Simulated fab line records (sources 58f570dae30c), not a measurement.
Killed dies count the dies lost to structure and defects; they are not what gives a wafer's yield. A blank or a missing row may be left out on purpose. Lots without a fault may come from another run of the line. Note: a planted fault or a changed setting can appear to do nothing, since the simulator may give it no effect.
Matching of chambers + flow berkeley-cmos170 + 4 sister chambers for UCB170_M3_ETCH_17 on rie-diel-04
The step etches BARC in N2/H2. 4 wafers are shown with their chamber, then 9 later ones without.

== EACH WAFER AND ITS CHAMBER ==
| wafer  | chamber | drypump-motor-current-A (A) |
|--------|---------|-----------------------------|
| L453.1 | 0       | 5.9                         |
| L454.1 | 1       | 6.0                         |
| L454.4 | 2       | 6.7                         |
| L454.5 | 3       | 5.4                         |

== WAFERS WITH NO CHAMBER GIVEN ==
| wafer  | drypump-motor-current-A (A) |
|--------|-----------------------------|
| L455.1 | 5.9                         |
| L455.3 | 5.4                         |
| L455.5 | 5.9                         |
| L457.2 | 6.1                         |
| L457.4 | 5.9                         |
| L457.5 | 5.4                         |
| L461.3 | 5.4                         |
| L461.5 | 6.7                         |
| L461.6 | 5.5                         |

== WHICH CHAMBER EACH WENT THROUGH ==
| wafer  | from the rows above | in truth |
|--------|---------------------|----------|
| L455.1 | 0                   | 0        |
| L455.3 | 3                   | 3        |
| L455.5 | 0                   | 0        |
| L457.2 | 1                   | 1        |
| L457.4 | 0                   | 0        |
| L457.5 | 3                   | 3        |
| L461.3 | 3                   | 3        |
| L461.5 | 2                   | 2        |
| L461.6 | 3                   | 3        |
Correct placement for 9 of the 9. From these rows, 0 cannot be placed. Wrongly placed: 0.
How it was worked out, from the rows above alone: a wafer's distance from a chamber is the root of the sum, over the readings, of the square of ((its reading less the chamber's mean) divided by the reading's scatter). The wafer belongs to the nearest chamber; if the next one is less than 2 further off, it can't be placed. For every chamber, the mean is computed from those of its wafers that are shown. The scatter (one wafer shown for each chamber): square how far every hidden wafer sits from the nearest shown wafer, average those squares and take the square root.
